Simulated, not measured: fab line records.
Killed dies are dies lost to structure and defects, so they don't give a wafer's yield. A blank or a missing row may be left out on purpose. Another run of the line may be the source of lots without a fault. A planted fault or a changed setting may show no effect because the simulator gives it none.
8D (eight disciplines) problem report, filled in by code    flow berkeleyCmos170    the parts of the form that need people (team, actions taken, sign-off) are left out

1. WHAT WENT WRONG
NWELL_TW at UCB170_NWELL_TW_MEAS_16 reads a mean of 1486 on 6 wafers of 2 lots; wafers without a fault read 1254 with a standard deviation of 12. That is +19 standard deviations from the usual mean.
First seen on wafer L332.2, day 5 06:22, on filmMetro-04. Wafers with a number at this step in the record: 42, from 14 lots. Rule for "out", or "out of limits": more than 4 standard deviations from the usual mean. Any other wafer with a number is counted as sound.

2. WHAT IT IS, AND WHAT IT ISN'T
question                     is                          is not
which readings at this step  NWELL_TW                    -
which lots                   L332, L339                  L319, L321, L322, L323, L324, L325, L326, L327, L328, L330, L333, L342
which wafers of those lots   all that have a number      -
read on which gauges         filmMetro-01, filmMetro-04  filmMetro-02
when                         from day 5 06:22            up to then (33 sound wafers); but 3 sound wafers of L342 came after

3. SUSPECTS, AND WHAT RULES EACH OUT
Counting: a tool stays on the suspect list if, at a process step up to the reading, it processed all lots that are out and no sound lot following the first of them.
- the gauge at UCB170_NWELL_TW_MEAS_16 is ruled out. Those wafers that are out were read across 2 gauges (filmMetro-01, filmMetro-04).
- implanter-02 at UCB170_NWELL_IMPLANT_14: kept. Every lot that is out went through it, starting with L332 (day 5 06:08), and after that it ran no sound lot; the last sound lot it ran before then is L328 (day 4 15:16). Its own readings are out on those wafers: doseIonsCm2, faradayCurrentUA.
After counting, what remains is implanter-02 at UCB170_NWELL_IMPLANT_14.

4. THE CAUSE (what the simulator had put in)
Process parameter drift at UCB170_NWELL_IMPLANT_14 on implanter-02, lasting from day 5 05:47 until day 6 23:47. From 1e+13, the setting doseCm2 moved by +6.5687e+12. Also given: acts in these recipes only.
After counting, this tool was the only one left.

5. THE CHAIN OF EFFECTS, in route order
One row per reading whose mean, taken over the struck wafers that have a number, lies over 3 standard deviations from the usual. Only readings for which the record gives a usual standard deviation are gone through. hours: the time from each lot's start at the first step in this table that gives one to its start at this step, as a median over the lots. sigmas: the change in usual standard deviations.
hours  step                     reading           usual       on struck wafers  change       sigmas
0      UCB170_NWELL_IMPLANT_14  doseIonsCm2       1.0004e+13  1.6560e+13        +6.5565e+12  +99 or more
0      UCB170_NWELL_IMPLANT_14  faradayCurrentUA  31.7        52.2              +20.5        +34
0      UCB170_NWELL_TW_MEAS_16  NWELL_TW          1254        1486              +232         +19
Here are the process steps it includes:
- UCB170_NWELL_IMPLANT_14
Later steps that measure or inspect, where all struck wafers having a row at the step show a number for every such reading and not one has moved that far: UCB170_ACTIVE_THK_MEAS_06.

6. HOW IT WOULD HAVE BEEN CAUGHT EARLIER
In this record the first reading out of limits at a measuring or inspecting step was taken at day 5 06:22, 1 hour after the fault began at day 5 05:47.
At UCB170_NWELL_IMPLANT_14, the tool's own readings (doseIonsCm2, faradayCurrentUA) were out on each struck wafer the step has a row for, so an alarm limit on them would have fired on the first such wafer.
L339, from the lots that are out (2), started UCB170_NWELL_IMPLANT_14 on implanter-02 later than day 5 06:22. Holding the tool at that time would have saved it.
